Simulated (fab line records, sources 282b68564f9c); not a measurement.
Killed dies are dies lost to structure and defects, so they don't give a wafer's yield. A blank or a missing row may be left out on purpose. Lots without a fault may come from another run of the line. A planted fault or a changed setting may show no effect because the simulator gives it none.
Which tool did it? | flow rit_cmos | 14 lots, 42 wafers sampled, at 3 steps of a route of 202

WHAT THE GAUGES READ, wafer by wafer
RIT_WELLDRIVE_RS_MEAS_02: measures by four-point-probe.
lot  | measured    | on            | PWELL_RS (ohm/sq)
L733 | day 2 12:25 | film_metro-04 | 429.1 428.5 427.9
L734 | day 2 19:37 | film_metro-03 | 430.6 430.5 429.7
L735 | day 3 03:42 | film_metro-02 | 428.0 428.7 428.1
L738 | day 3 14:42 | film_metro-03 | 429.5 430.7 429.8
L740 | day 3 21:32 | film_metro-04 | 429.0 429.6 429.4
L741 | day 4 03:26 | film_metro-03 | 428.5 430.3 429.1
L742 | day 4 07:01 | film_metro-04 | 426.4 428.1 425.7
L744 | day 4 17:13 | film_metro-04 | 428.9 429.3 429.2
L746 | day 5 02:11 | film_metro-03 | 416.3 417.0 416.7
L747 | day 5 08:07 | film_metro-04 | 417.6 418.5 417.4
L748 | day 5 13:01 | film_metro-04 | 428.0 427.9 427.7
L753 | day 6 12:41 | film_metro-04 | 428.2 427.3 428.0
L754 | day 6 18:56 | film_metro-04 | 430.9 430.7 429.7
L755 | day 6 22:50 | film_metro-03 | 429.5 428.9 428.8

WHICH TOOL RAN EACH LOT (tool, then ch and the chambers of the sampled wafers, then the start)
lot  | RIT_ACTIVE_STRIP_14                 | RIT_PWELL_IMPLANT_08
L733 | plasma_asher-01 ch 0,1, day 1 19:56 | implanter-03 ch 0, day 2 05:09
L734 | plasma_asher-04 ch 0,1, day 2 01:20 | implanter-04 ch 0, day 2 12:26
L735 | plasma_asher-01 ch 0,1, day 2 09:01 | implanter-03 ch 0, day 2 18:18
L738 | plasma_asher-02 ch 0,1, day 2 20:58 | implanter-03 ch 0, day 3 09:07
L740 | plasma_asher-01 ch 0,1, day 3 07:54 | implanter-03 ch 0, day 3 15:55
L741 | plasma_asher-04 ch 0,1, day 3 12:30 | implanter-03 ch 0, day 3 21:51
L742 | plasma_asher-01 ch 0,1, day 3 16:54 | implanter-01 ch 0, day 4 00:48
L744 | plasma_asher-02 ch 1, day 4 02:50   | implanter-01 ch 0, day 4 11:38
L746 | plasma_asher-02 ch 0,1, day 4 13:22 | implanter-03 ch 0, day 4 20:37
L747 | plasma_asher-01 ch 0, day 4 17:50   | implanter-03 ch 0, day 5 02:32
L748 | plasma_asher-02 ch 0,1, day 4 22:58 | implanter-01 ch 0, day 5 07:26
L753 | plasma_asher-02 ch 0, day 5 23:58   | implanter-01 ch 0, day 6 07:05
L754 | plasma_asher-04 ch 0,1, day 6 04:58 | implanter-04 ch 0, day 6 13:21
L755 | plasma_asher-02 ch 0,1, day 6 09:50 | implanter-01 ch 0, day 6 17:13
- RIT_ACTIVE_STRIP_14: strips in O2, time 180 s.
- RIT_PWELL_IMPLANT_08

WHAT THE TOOLS THEMSELVES READ (means of the sampled wafers that have a number; where no wafer has one, the mark that the record gives instead)
RIT_ACTIVE_STRIP_14.
lot  | tool            | drypump_motor_current_A (A)
L733 | plasma_asher-01 | 6.3
L734 | plasma_asher-04 | 6.0
L735 | plasma_asher-01 | 6.3
L738 | plasma_asher-02 | 5.2
L740 | plasma_asher-01 | 6.3
L741 | plasma_asher-04 | 6.3
L742 | plasma_asher-01 | 6.3
L744 | plasma_asher-02 | 5.0
L746 | plasma_asher-02 | 5.1
L747 | plasma_asher-01 | 6.3
L748 | plasma_asher-02 | 5.2
L753 | plasma_asher-02 | 5.3
L754 | plasma_asher-04 | 6.0
L755 | plasma_asher-02 | 5.1

RIT_PWELL_IMPLANT_08.
lot  | tool         | beam_energy_keV
L733 | implanter-03 | 170.01
L734 | implanter-04 | 170.03
L735 | implanter-03 | 170.02
L738 | implanter-03 | 169.99
L740 | implanter-03 | 170.00
L741 | implanter-03 | 170.02
L742 | implanter-01 | 170.00
L744 | implanter-01 | 170.02
L746 | implanter-03 | 221.07
L747 | implanter-03 | 221.02
L748 | implanter-01 | 170.01
L753 | implanter-01 | 169.97
L754 | implanter-04 | 170.04
L755 | implanter-01 | 170.03

THE ANSWER, worked out from the rows above alone
Rule: what is usual is taken from the lots themselves. Put in order of their means at a reading, lots are off if they are a third of the lots or fewer, leave a main group of 4 or more, and stand apart from it by a gap of 3 or more times the standard deviation of the main group's means; of several such gaps the widest counts. A main group whose means are all the same, to the digits that the tables above print for the reading, isn't used. A lot without any number at a reading at which 4 lots or more have one is off too. The other lots that the step has rows for count as sound. The gauges are gone through in route order, then the tools' own readings, and for those a lot's mean is taken as printed above. The first step at which some lot is off is used, and at that step the reading that is off furthest; a lot without a number counts as furthest.
Off: L746, L747, at RIT_WELLDRIVE_RS_MEAS_02 (PWELL_RS). The main group: mean 428.9 ohm/sq, standard deviation 1.1.
A tool fits if, at a process step before that reading, it ran every lot that is off, and no sound lot after the first of them. The gauges at RIT_WELLDRIVE_RS_MEAS_02 aren't tried: what is off there is off at RIT_PWELL_IMPLANT_08 too, on other tools, and a gauge's error can't cause that. One fits: implanter-03 at RIT_PWELL_IMPLANT_08. Its last sound lot is L741 (day 3 21:51), its first lot that is off L746 (day 4 20:37): a fault that began between those two fits.
The tool's own readings at RIT_PWELL_IMPLANT_08 bear it out: on the lots that are off they differ by more than 5 times the standard deviation of the sound lots' means. beam_energy_keV reads 221.05 there against 170.01 on the sound lots.

WHAT THE SIMULATOR HAD PUT IN
Process parameter drift: implanter-03, from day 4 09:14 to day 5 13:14, at RIT_PWELL_IMPLANT_08. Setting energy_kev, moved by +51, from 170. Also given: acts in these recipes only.
Lots struck among those shown: L746, L747. The rule above found the same.
